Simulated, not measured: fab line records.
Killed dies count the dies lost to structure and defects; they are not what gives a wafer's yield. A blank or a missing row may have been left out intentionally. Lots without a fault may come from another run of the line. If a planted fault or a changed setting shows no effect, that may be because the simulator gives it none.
fab line records | flow berkeley_cmos170
[record] lots = 5 wafers = 15 last_day = 13
route steps=331 shown PLDD@156 NLDD@158 SPACER@171 PSD@175
lots that met no fault: taken from a fault-free run of the same line
start_h: the number of hours between the record's first day and the start of the first shown wafer of the lot | wait_h: how many hours have passed since the lot's step before this one | " identical to the entry in the row above | L1.1+2: several wafers, shown together as one row | - value missing, or start not given | * or withheld: withheld | < > ~ a bound
route shown NAME@n: a module of which the file shows steps, and the number in the route of the first | usual: mean/standard deviation taken from wafers without a fault | same: alike in all rows | chamber/n: place in a boat | sites: each site's reading | _std_site: how widely they spread, as a standard deviation | _edge_site: inner sites' mean taken away from outer sites' mean | radius_mm: for every site, how far away it sits from the centre of the wafer | mask NAME#n: copy n | behind: the last tool/chamber to shape the wafer | hold: the reason the lot was held/the length of the hold in hours/how it ended | device: whichever transistor did not switch (one of n, p or np) | end of line: tests run on the same wafers once the route is complete | a step without rows: its recipe alone | killed: dies that structure and defects cost at the first sort, which is not the same as the wafer's yield | map: dies across one wafer; x = killed, . = not, _ = none there
set.NAME: setting as actually run; set.NAME@STEP: the setting as run at that earlier step | model.NAME: the simulator's own value behind a step, which no gauge read
a table for each step, a row for each wafer; lots at some steps of the route
services: from which hour (start_h, from the record's first day; less than 0 if before it) a tool's chamber was out of use, for how many hours, and why
[[steps]]
[step UCB170_PLDD_TW_MEAS_11]
[usual] PLDD_TW = 1009/7.6
// columns lot.wafer tool chamber start_h wait_h PLDD_TW
L548.1 film_metro-01 - 166.35 0.1 1007
L548.3 " - " " 1004
L548.5 " - " " 1010
L555.3 film_metro-04 - 201.65 0.1 991
L555.4 " - " " 998
L555.5 " - " " 991
L557.2 film_metro-01 - 201.91 0.1 1007
L557.5 " - " " 1012
L557.6 " - " " 1007
L553.1 film_metro-02 - 201.94 0.1 1010
L553.4 " - " " 1006
L553.5 " - " " 1014
L565.2 film_metro-02 - 252.77 0.1 1008
L565.3 " - " " 1015
L565.4 " - " " 1016
[step UCB170_PLDD_CLEAN_12]
[recipe] chemistry = SPM temp_c = 120 time_s = 600
[step UCB170_NLDD_HMDS_00]
[recipe] prime_time_s = 60 prime_temp_c = 100
[step UCB170_NLDD_COAT_01]
[recipe] resist = KrF spin_rpm = 1500 resist_thk_nm = 900
[step UCB170_NLDD_SOFTBAKE_02]
[recipe] resist = KrF temp_c = 130 time_s = 60
[step UCB170_NLDD_EXPOSE_03]
[recipe] mask_id = NSELECT na = 0.5 sigma_outer = 0.6 source_shape = conventional target_cd_nm = 1200 dose_mj = 30
[step UCB170_NLDD_PEB_04]
[recipe] peb_temp_c = 130 peb_time_s = withheld resist = KrF
[step UCB170_NLDD_DEVELOP_05]
[recipe] developer = TMAH develop_time_s = 45 resist = KrF dev_temp_c = 21
[step UCB170_NLDD_CD_MEAS_06]
[recipe] target_cd_nm = 1200
[usual] cd_nm = 1200.4/1.5
// columns lot.wafer tool chamber start_h wait_h cd_nm
L548.1 cd_sem-01 - 167.45 - 1200.3
L548.3 " - " " 1201.6
L548.5 " - " " 1201.8
L555.3 cd_sem-02 - 203.39 - 1199.3
L555.4 " - " " 1199.0
L555.5 " - " " 1199.1
L557.2 cd_sem-01 - 205.11 - 1199.9
L557.5 " - " " 1200.1
L557.6 " - " " 1200.5
L553.1 cd_sem-02 - 205.25 - 1202.1
L553.4 " - " " 1201.0
L553.5 " - " " 1200.9
L565.2 cd_sem-02 - 254.29 - 1200.2
L565.3 " - " " 1199.1
L565.4 " - " " 1198.7
[step UCB170_NLDD_OVL_MEAS_07]
[usual] NLDD_OVL = 4/5.7
// columns lot.wafer tool chamber start_h wait_h NLDD_OVL[nm]
L548.1 overlay-02 - 167.57 0.1 -2
L548.3 " - " " 1
L548.5 " - " " 4
L555.3 overlay-02 - 203.48 0.1 1
L555.4 " - " " 2
L555.5 " - " " 4
L557.2 overlay-02 - 205.21 0.1 7
L557.5 " - " " 1
L557.6 " - " " 5
L553.1 overlay-02 - 205.37 0.1 -6
L553.4 " - " " 11
L553.5 " - " " 1
L565.2 overlay-01 - 254.39 0.1 4
L565.3 " - " " 0
L565.4 " - " " -4
[step UCB170_NLDD_IMPLANT_08]
[recipe] species = As dose_cm2 = 5e+13 energy_kev = 30 tilt_deg = 7 rotation_deg = 0
[step UCB170_NLDD_IMPLANT_09]
[recipe] species = As dose_cm2 = 5e+13 energy_kev = 30 tilt_deg = 7 rotation_deg = 180
[step UCB170_NLDD_STRIP_10]
[recipe] chemistry = O2 power_w = 400 pressure_mtorr = 3500 platen_temp_c = withheld o2_flow_sccm = 400 overash_fraction = 0.5
[usual] chamber_pressure_mTorr = 3500.0/3 drypump_motor_current_A = 5.6/0.36 oes_product_au = 0.734/0.0047 strip_time_to_endpoint_s = 21.60/0.066
// columns lot.wafer tool chamber start_h wait_h chamber_pressure_mTorr drypump_motor_current_A oes_product_au rf_hours_counter_h strip_time_to_endpoint_s model.KrF_of_NLDD_COAT_01.thk_nm
L548.1 plasma_asher-01 0 167.91 0.1 3501.2 5.0 0.730 49 21.55 0
L548.3 " 1 " " 3494.2 5.8 0.734 - 21.43 0
L548.5 " 1 " " 3498.6 5.8 0.722 - 21.46 0
L555.3 plasma_asher-04 1 203.84 0.1 3504.1 6.0 0.738 - 21.59 0
L555.4 " 0 " " 3497.2 5.3 0.726 - 21.61 0
L555.5 " 0 " " 3498.9 5.3 0.738 - 21.63 0
L557.2 plasma_asher-04 1 205.54 0.1 3503.7 6.0 0.989 46 - 298.8
L557.5 " 1 " " 3499.1 6.0 0.980 - - 298.7
L557.6 " 0 " " 3498.5 5.3 0.984 - - 299.1
L553.1 plasma_asher-01 0 205.70 0.1 3494.9 5.0 0.731 53 21.63 0
L553.4 " 0 " " 3501.4 5.0 0.741 - 21.57 0
L553.5 " 0 " " 3499.6 5.0 0.724 - 21.60 0
L565.2 plasma_asher-04 1 254.72 0.1 3501.5 6.0 0.733 52 21.69 0
L565.3 " 0 " " 3500.7 5.3 0.735 - 21.66 0
L565.4 " 1 " " 3495.6 6.0 0.734 - 21.68 0
[step UCB170_NLDD_TW_MEAS_11]
[usual] NLDD_TW = 2206/20
// columns lot.wafer tool chamber start_h wait_h NLDD_TW
L548.1 film_metro-02 - 168.01 0.1 2233
L548.3 " - " " 2220
L548.5 " - " " 2237
L555.3 film_metro-04 - 203.92 0.1 2162
L555.4 " - " " 2179
L555.5 " - " " 2172
L557.2 film_metro-02 - 205.65 0.1 2215
L557.5 " - " " 2214
L557.6 " - " " 2205
L553.1 film_metro-04 - 205.80 0.1 2181
L553.4 " - " " 2177
L553.5 " - " " 2180
L565.2 film_metro-04 - 254.83 0.1 2184
L565.3 " - " " 2187
L565.4 " - " " 2194
[step UCB170_NLDD_CLEAN_12]
[recipe] chemistry = SPM temp_c = 120 time_s = 600
[step UCB170_SPACER_CVD_00]
[recipe] material = SiO2 target_thk_nm = 376 temp_c = 390 precursor = TEOS/O2 time_s = 47 rf_w = 550 pressure_mtorr = 9000
[usual] heater_power_w = 262/44
// columns lot.wafer tool chamber start_h wait_h heater_power_w
L548.1 pecvd-03 2 168.26 0.0 198
L548.3 " 0 " " 239
L548.5 " 2 " " 202
L555.3 pecvd-03 2 204.14 0.0 156
L555.4 " 1 " " 262
L555.5 " 0 " " 256
L557.2 pecvd-04 0 205.88 0.0 318
L557.5 " 1 " " 264
L557.6 " 0 " " 322
L553.1 pecvd-02 0 206.05 0.0 240
L553.4 " 2 " " 318
L553.5 " 1 " " 233
L565.2 pecvd-02 0 255.09 0.0 224
L565.3 " 2 " " 310
L565.4 " 2 " " 325
[step UCB170_SPACER_THK_MEAS_01]
[recipe] reads = SiO2_of_SPACER_CVD_00
[usual] SPACER_TEOS_THK = 374/5.2
// columns lot.wafer tool chamber start_h wait_h SPACER_TEOS_THK[nm]
L548.1 film_metro-04 - 168.30 0.0 376
L548.3 " - " " 376
L548.5 " - " " 381
L555.3 film_metro-01 - 204.20 0.0 369
L555.4 " - " " 381
L555.5 " - " " 379
L557.2 film_metro-03 - 205.93 0.0 365
L557.5 " - " " 367
L557.6 " - " " 374
L553.1 film_metro-04 - 206.10 0.0 370
L553.4 " - " " 378
L553.5 " - " " 378
L565.2 film_metro-01 - 255.14 0.0 368
L565.3 " - " " 370
L565.4 " - " " 374
[step UCB170_SPACER_ANNEAL_02]
[recipe] temp_c = 900 time_s = 1800 ambient = N2
[step UCB170_SPACER_ETCHBACK_03]
[recipe] stop_on = Si target = SiO2 chemistry = CHF3/CF4/Ar CHF3_flow_sccm = 50 cf4_flow_sccm = 10 Ar_flow_sccm = 120 pressure_mtorr = 200 rf_w = 500 target_depth_a = 3760 time_s = 100
[usual] chamber_pressure_mTorr = 199.99/0.19 drypump_motor_current_A = 5.7/0.38 oes_product_au = 0.897/0.018 throttle_valve_pct = 6.47/0.1
// columns lot.wafer tool chamber start_h wait_h chamber_pressure_mTorr drypump_motor_current_A oes_product_au rf_hours_counter_h throttle_valve_pct
L548.1 rie_diel-03 3 174.01 0.0 200.05 5.9 0.894 9 6.47
L548.3 " 0 " " 200.16 6.2 0.873 94 6.58
L548.5 " 2 " " 199.67 5.5 0.902 - 6.59
L555.3 rie_diel-01 1 211.86 0.0 199.94 5.0 0.865 6 6.28
L555.4 " 0 " " 200.22 5.6 0.925 97 6.44
L555.5 " 2 " " 200.25 5.2 0.915 - 6.57
L557.2 rie_diel-03 3 211.86 0.0 199.79 5.9 0.884 11 6.48
L557.5 " 0 " " 200.12 6.2 0.863 - 6.57
L557.6 " 1 " " 199.73 5.6 0.904 - 6.46
L553.1 rie_diel-02 0 211.94 0.1 200.13 5.5 0.886 20 6.33
L553.4 " 2 " " 200.20 6.0 0.902 79 6.41
L553.5 " 1 " " 199.95 5.4 0.907 - 6.51
L565.2 rie_diel-02 1 259.11 0.0 200.19 5.3 0.893 113 6.50
L565.3 " 2 " " 199.95 5.9 0.881 81 6.40
L565.4 " 0 " " 200.01 5.6 0.897 22 6.32
[step UCB170_PSD_HMDS_00]
[recipe] prime_time_s = 60 prime_temp_c = 100
[step UCB170_PSD_COAT_01]
[recipe] resist = KrF spin_rpm = 1500 resist_thk_nm = 900
[step UCB170_PSD_SOFTBAKE_02]
[recipe] resist = KrF temp_c = 130 time_s = 60
[step UCB170_PSD_EXPOSE_03]
[recipe] mask_id = PSELECT_MOD na = 0.5 sigma_outer = 0.6 source_shape = conventional target_cd_nm = 1200 dose_mj = 30
[step UCB170_PSD_PEB_04]
[recipe] peb_temp_c = 130 peb_time_s = withheld resist = KrF
[step UCB170_PSD_DEVELOP_05]
[recipe] developer = TMAH develop_time_s = 45 resist = KrF dev_temp_c = 21
[step UCB170_PSD_CD_MEAS_06]
[recipe] target_cd_nm = 1200
[usual] cd_nm = 1200.2/1.6
// columns lot.wafer tool chamber start_h wait_h cd_nm
L548.1 cd_sem-01 - 175.36 - 1199.0
L548.3 " - " " 1199.6
L548.5 " - " " 1199.2
L555.3 cd_sem-01 - 213.15 - 1201.8
L555.4 " - " " 1202.1
L555.5 " - " " 1200.6
L557.2 cd_sem-02 - 213.25 - 1199.3
L557.5 " - " " 1197.5
L557.6 " - " " 1198.2
L553.1 cd_sem-02 - 213.50 - 1197.1
L553.4 " - " " 1197.8
L553.5 " - " " 1199.0
L565.2 cd_sem-02 - 260.79 - 1201.9
L565.3 " - " " 1201.0
L565.4 " - " " 1201.9
[step UCB170_PSD_OVL_MEAS_07]
[usual] PSD_OVL = 1/5.7
// columns lot.wafer tool chamber start_h wait_h PSD_OVL[nm]
L548.1 overlay-02 - 175.48 0.1 2
L548.3 " - " " 2
L548.5 " - " " 7
L555.3 overlay-02 - 213.28 0.1 5
L555.4 " - " " 6
L555.5 " - " " 4
L557.2 overlay-02 - 213.36 0.1 11
L557.5 " - " " -3
L557.6 " - " " -1
L553.1 overlay-02 - 213.62 0.1 3
L553.4 " - " " 5
L553.5 " - " " -3
L565.2 overlay-01 - 260.89 0.1 2
L565.3 " - " " -4
L565.4 " - " " 2
[step UCB170_PSD_IMPLANT_08]
[recipe] species = B dose_cm2 = 3e+15 energy_kev = 20 tilt_deg = 7
[step UCB170_PSD_STRIP_09]
[recipe] chemistry = O2 power_w = 400 pressure_mtorr = 3500 platen_temp_c = withheld o2_flow_sccm = 400 overash_fraction = 0.5
[usual] chamber_pressure_mTorr = 3500/3.3 drypump_motor_current_A = 5.5/0.34 oes_product_au = 0.599/0.0043 strip_time_to_endpoint_s = 29.35/0.068
// columns lot.wafer tool chamber start_h wait_h chamber_pressure_mTorr drypump_motor_current_A oes_product_au rf_hours_counter_h strip_time_to_endpoint_s
L548.1 plasma_asher-01 1 175.67 0.1 3502 5.7 0.605 50 29.30
L548.3 " 1 " " 3498 5.8 0.603 - 29.36
L548.5 " 1 " " 3498 5.8 0.593 - 29.35
L555.3 plasma_asher-02 0 213.49 0.1 3500 5.3 0.602 - 29.41
L555.4 " 1 " " 3501 5.4 0.599 - 29.40
L555.5 " 0 " " 3502 5.3 0.600 - 29.48
L557.2 plasma_asher-01 1 213.54 0.1 3502 5.7 0.634 54 38.11
L557.5 " 0 " " 3502 5.0 0.638 - 38.17
L557.6 " 1 " " 3512 5.8 0.634 - 38.09
L553.1 plasma_asher-02 0 213.80 0.1 3499 5.3 0.599 10 29.34
L553.4 " 1 " " 3497 5.4 0.603 - 29.38
L553.5 " 0 " " 3497 5.3 0.599 - 29.39
L565.2 plasma_asher-04 0 261.07 0.1 3496 5.3 0.597 53 29.36
L565.3 " 1 " " 3503 6.0 0.602 - 29.36
L565.4 " 0 " " 3495 5.3 0.605 - 29.45
[step UCB170_PSD_TW_MEAS_10]
[usual] PSD_TW = 2319/24
// columns lot.wafer tool chamber start_h wait_h PSD_TW
L548.1 film_metro-02 - 175.80 0.1 2356
L548.3 " - " " 2350
L548.5 " - " " 2355
L555.3 film_metro-02 - 213.57 0.1 2333
L555.4 " - " " 2320
L555.5 " - " " 2336
L557.2 film_metro-01 - 213.65 0.1 30
L557.5 " - " " 30
L557.6 " - " " 30
L553.1 film_metro-02 - 213.90 0.1 2338
L553.4 " - " " 2326
L553.5 " - " " 2325
L565.2 film_metro-04 - 261.18 0.1 2295
L565.3 " - " " 2308
L565.4 " - " " 2301
[step UCB170_PSD_CLEAN_11]
[recipe] chemistry = SPM temp_c = 120 time_s = 600
[[services]]
// columns tool chamber start_h hours kind
plasma_asher-02 - 146.01 0.4 repair
plasma_asher-02 - 148.74 1.1 repair
rie_diel-01 3 150.85 - clean
rie_diel-01 3 150.85 18.0 scheduled_down
rie_diel-01 3 150.85 18.0 vent_cycle
rie_diel-03 - 154.27 2.8 pm
pecvd-02 0 173.10 - calibration
pecvd-04 - 182.01 0.8 repair
pecvd-03 - 188.74 6.0 pm
rie_diel-02 3 229.61 1.3 repair
plasma_asher-02 - 230.89 9.0 repair
rie_diel-02 2 232.89 4.4 repair
rie_diel-01 2 240.70 16.0 repair
pecvd-03 - 242.50 14.0 pm
pecvd-03 0 242.50 14.0 vent_cycle
pecvd-03 1 242.50 14.0 vent_cycle
pecvd-03 2 242.50 14.0 vent_cycle
pecvd-04 - 252.45 0.3 repair
pecvd-03 0 256.50 - clean
pecvd-03 1 256.50 - clean
pecvd-03 2 256.50 - clean
[[key]]
[first_sign] step = UCB170_NLDD_STRIP_10 reading = oes_product_au direction = up sigmas = 53 usual = 0.734 struck = 0.985
[effect] step = UCB170_PSD_STRIP_09 reading = strip_time_to_endpoint_s direction = up sigmas = 99+ usual = * struck = *
[effect] step = UCB170_PSD_TW_MEAS_10 reading = PSD_TW direction = down sigmas = 96 usual = 2319 struck = 30
[model_effect] step = UCB170_NLDD_STRIP_10 value = KrF_of_NLDD_COAT_01.thk_nm without = 0 struck = 298.9
met_at UCB170_NLDD_STRIP_10
struck_wafers L557.2,L557.5,L557.6
sort_left_out L557.2,L557.5,L557.6
tester_left_out L557
onset_between 203.84 205.54
[fault] kind = strip_aborted tool = plasma_asher-04 chamber = - onset_h = 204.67 steps = UCB170_NLDD_STRIP_10 offset = 0.6 end_h = 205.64
// tester_left_out: of these lots the tester's yield and bins aren't shown, on N5 and GAA mostly nor the transistor test; their killed dies are dies lost to structure and defects alone, not to doping, threshold or leakage, so they don't give the yield
// sort_left_out: the simulated sort isn't trusted on such a fault, so these wafers' sort isn't shown, and their yield isn't known
